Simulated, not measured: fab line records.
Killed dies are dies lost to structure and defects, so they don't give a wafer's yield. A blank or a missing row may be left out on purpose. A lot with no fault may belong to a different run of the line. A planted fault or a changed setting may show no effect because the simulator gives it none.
Check of tool commonality / flow ritCmos / 14 lots, 48 wafers sampled

== WHAT PROMPTED THE OPENING ==
Of 14 lots, 2 have the reading PRETRO_TW flagged at RIT_PRETRO_TW_MEAS_10. No-fault wafers: 473.6, standard deviation 2.9.
Rule: a lot is flagged when every wafer of it that has a number lies more than 4 standard deviations from that mean, or none has a number. All remaining lots are regarded as sound.

lot=L776; measured=day 2 12:32; on=filmMetro-02; PRETRO_TW, wafer by wafer=475.5 473.2 477.2; flag=
lot=L777; measured=day 2 18:21; on=filmMetro-04; PRETRO_TW, wafer by wafer=475.3 476.3 474.1; flag=
lot=L778; measured=day 2 22:56; on=filmMetro-03; PRETRO_TW, wafer by wafer=468.7 468.2 467.3; flag=
lot=L779; measured=day 3 03:55; on=filmMetro-02; PRETRO_TW, wafer by wafer=469.3 473.2 472.7; flag=
lot=L780; measured=day 3 12:32; on=filmMetro-03; PRETRO_TW, wafer by wafer=471.8 473.5 469.6; flag=
lot=L781; measured=day 3 14:30; on=filmMetro-03; PRETRO_TW, wafer by wafer=470.7 468.7 468.1; flag=
lot=L782; measured=day 3 18:29; on=filmMetro-02; PRETRO_TW, wafer by wafer=474.7 473.8 471.0; flag=
lot=L784; measured=day 4 04:08; on=filmMetro-02; PRETRO_TW, wafer by wafer=470.0 468.4 472.6; flag=
lot=L785; measured=day 4 09:25; on=filmMetro-04; PRETRO_TW, wafer by wafer=478.8 478.4 477.7; flag=
lot=L786; measured=day 4 15:41; on=filmMetro-04; PRETRO_TW, wafer by wafer=479.2 476.5 476.1; flag=
lot=L790; measured=day 5 12:45; on=filmMetro-04; PRETRO_TW, wafer by wafer=433.7 430.5 431.0 430.8 430.3 430.4; flag=FLAGGED
lot=L791; measured=day 5 16:04; on=filmMetro-04; PRETRO_TW, wafer by wafer=428.4 430.6 430.3 427.2 428.9 429.4; flag=FLAGGED
lot=L797; measured=day 6 22:36; on=filmMetro-04; PRETRO_TW, wafer by wafer=473.7 471.6 474.8; flag=
lot=L798; measured=day 7 05:38; on=filmMetro-02; PRETRO_TW, wafer by wafer=474.6 474.2 474.3; flag=
Average over the flagged lots: 430.1; offset from the usual -43.5, equal to -15 standard deviations.

== WHICH TOOL EACH LOT WENT THROUGH ==
The record keeps 1 process step preceding the reading, out of 202 steps on the route. Every cell lists first the tool, next ch and the chambers used by the sampled wafers, and last the start.
lot=L776; flag=; RIT_PRETRO_IMPLANT_08=implanter-02 ch 0, day 2 12:13
lot=L777; flag=; RIT_PRETRO_IMPLANT_08=implanter-03 ch 0, day 2 18:04
lot=L778; flag=; RIT_PRETRO_IMPLANT_08=implanter-02 ch 0, day 2 22:37
lot=L779; flag=; RIT_PRETRO_IMPLANT_08=implanter-02 ch 0, day 3 03:35
lot=L780; flag=; RIT_PRETRO_IMPLANT_08=implanter-02 ch 0, day 3 12:13
lot=L781; flag=; RIT_PRETRO_IMPLANT_08=implanter-03 ch 0, day 3 14:11
lot=L782; flag=; RIT_PRETRO_IMPLANT_08=implanter-02 ch 0, day 3 18:10
lot=L784; flag=; RIT_PRETRO_IMPLANT_08=implanter-01 ch 0, day 4 03:50
lot=L785; flag=; RIT_PRETRO_IMPLANT_08=implanter-03 ch 0, day 4 09:05
lot=L786; flag=; RIT_PRETRO_IMPLANT_08=implanter-03 ch 0, day 4 15:23
lot=L790; flag=FLAGGED; RIT_PRETRO_IMPLANT_08=implanter-01 ch 0, day 5 12:26
lot=L791; flag=FLAGGED; RIT_PRETRO_IMPLANT_08=implanter-01 ch 0, day 5 15:46
lot=L797; flag=; RIT_PRETRO_IMPLANT_08=implanter-03 ch 0, day 6 22:16
lot=L798; flag=; RIT_PRETRO_IMPLANT_08=implanter-03 ch 0, day 7 05:18
These steps, and what they do:
- RIT_PRETRO_IMPLANT_08
- RIT_PRETRO_TW_MEAS_10

== FLAGGED AGAINST TOTAL, ONE TOOL AT A TIME (gauges that did the reading follow at the end) ==
step=RIT_PRETRO_IMPLANT_08; tool=implanter-01; lots run=3; flagged=2; share of the flagged lots=all; sound lots run after its first flagged lot=0
step=RIT_PRETRO_IMPLANT_08; tool=implanter-02; lots run=5; flagged=0; share of the flagged lots=none; sound lots run after its first flagged lot=-
step=RIT_PRETRO_IMPLANT_08; tool=implanter-03; lots run=6; flagged=0; share of the flagged lots=none; sound lots run after its first flagged lot=-
step=RIT_PRETRO_TW_MEAS_10; tool=filmMetro-02; lots run=5; flagged=0; share of the flagged lots=none; sound lots run after its first flagged lot=-
step=RIT_PRETRO_TW_MEAS_10; tool=filmMetro-03; lots run=3; flagged=0; share of the flagged lots=none; sound lots run after its first flagged lot=-
step=RIT_PRETRO_TW_MEAS_10; tool=filmMetro-04; lots run=6; flagged=2; share of the flagged lots=all; sound lots run after its first flagged lot=1 (L797)

== WHAT THE TABLE ALLOWS ==
2 rows of the table ran every flagged lot: implanter-01 at RIT_PRETRO_IMPLANT_08, filmMetro-04 at RIT_PRETRO_TW_MEAS_10.
- implanter-01 at RIT_PRETRO_IMPLANT_08 ran 3 lots, 2 of them flagged. It ran its last sound lot, L784, at day 4 03:50 and its first flagged lot, L790, at day 5 12:26: a fault with its onset between the two fits. Its own readings lie more than 4 standard deviations out on every wafer of the flagged lots: doseIonsCm2, faradayCurrentUA.
- filmMetro-04 at RIT_PRETRO_TW_MEAS_10 ran 6 lots, 2 of them flagged. Sound lots ran on it after the first flagged one (L797), which a lasting fault on the whole tool wouldn't allow.
Left over: one tool, implanter-01 at RIT_PRETRO_IMPLANT_08.

== WHAT WAS PUT IN BY THE SIMULATOR ==
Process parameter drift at RIT_PRETRO_IMPLANT_08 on implanter-01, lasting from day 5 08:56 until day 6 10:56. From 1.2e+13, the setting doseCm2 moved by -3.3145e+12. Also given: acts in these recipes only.
Lots struck among those shown: L790, L791. The rule above reached the same finding.
